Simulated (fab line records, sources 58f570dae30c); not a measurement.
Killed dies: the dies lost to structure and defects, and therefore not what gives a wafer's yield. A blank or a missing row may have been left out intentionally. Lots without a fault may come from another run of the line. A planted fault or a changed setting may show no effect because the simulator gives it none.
The same fault as seen by 2 desks -- flow berkeley-cmos170 -- numbers are kept per desk, each desk with only its own; the story behind them comes last

== AT THE METROLOGY DESK ==
What the gauges read, lot by lot, whatever tool the lot ran on: means of the sampled wafers that have a number. Marked OUT: a lot whose mean sits more than 4 standard deviations from the usual mean, which makes it out of limits; the brackets give that distance.
Columns: A = cd-nm at UCB170_M1_CD_MEAS_09, usual 699.9 nm; B = cd-nm at UCB170_M1_CD_MEAS_90, usual 700.6 nm
lot,first seen here,A,B
L647,day 7 13:03,698.7,702.5
L645,day 7 13:18,699.1,696.2
L646,day 7 13:28,699.8,702.2
L648,day 7 15:25,698.4,700.4
L649,day 8 07:05,699.4,699.8
L650,day 8 07:16,698.9,696.2
L654,day 9 05:12,700.9,702.0
L657,day 9 07:52,699.6,703.9
L658,day 10 01:51,698.3,695.2
L662,day 10 09:19,698.5,697.8
L664,day 10 13:08,698.3,700.0
L660,day 10 13:30,700.1,701.4
L665,day 10 17:09,697.9,700.7
L666,day 11 12:39,700.2,701.8
L668,day 11 15:58,701.1,698.3
This desk's verdict: no lot among the 15 shows anything out of limits.

== THE TOOL OWNER'S DESK: rie-metal-02 ==
The tool's own readings at UCB170_M2_METAL_ETCH_18 (etches Al in Cl2/BCl3, stops on SiO2, target depth 1170 nm, time 195 s): means of the sampled wafers that have a number, for each lot that ran on this tool. Marked OUT: a lot whose mean sits more than 4 standard deviations from the usual mean, which makes it out of limits; the brackets give that distance.
Columns: A = drypump-motor-current-A at UCB170_M2_METAL_ETCH_18, usual 5.6 A; B = oes-product-au at UCB170_M2_METAL_ETCH_18, usual 0.854 a.u.; C = run-length-s at UCB170_M2_METAL_ETCH_18, usual 223.1 s; D = throttle-valve-pct at UCB170_M2_METAL_ETCH_18, usual 24.39 %
lot,first seen here,A,B,C,D
L646,day 8 00:56,5.4,0.849,223.2,24.54
L650,day 8 19:02,5.1,0.858,223.1,24.39
L654,day 9 17:23,5.1,0.841,226.3 (+9.3) OUT,24.40
L657,day 9 17:39,4.7,0.845,227.7 (+14) OUT,24.25
L658,day 10 13:28,5.5,0.846,224.8 (+5.0) OUT,24.55
Finding of this desk: L654, L657, L658 out of limits; the first was L654 at day 9 17:23, on run-length-s at UCB170_M2_METAL_ETCH_18. In limits: L646, L650.

== ALL TOGETHER ==
The tool owner's desk could have raised an alarm at day 9 17:23, on L654, L657, L658.
From the metrology desk's view, nothing was out of limits.
The metrology desk has L654, L657, L658 on record, within its limits.
Of the lots named, all ran UCB170_M2_METAL_ETCH_18 on rie-metal-02.

== WHAT THE SIMULATOR HAD PUT IN ==
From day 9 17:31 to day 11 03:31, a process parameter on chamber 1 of rie-metal-02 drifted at UCB170_M2_METAL_ETCH_18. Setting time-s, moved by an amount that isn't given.
Shown lots that were struck: L654, L657, L658.
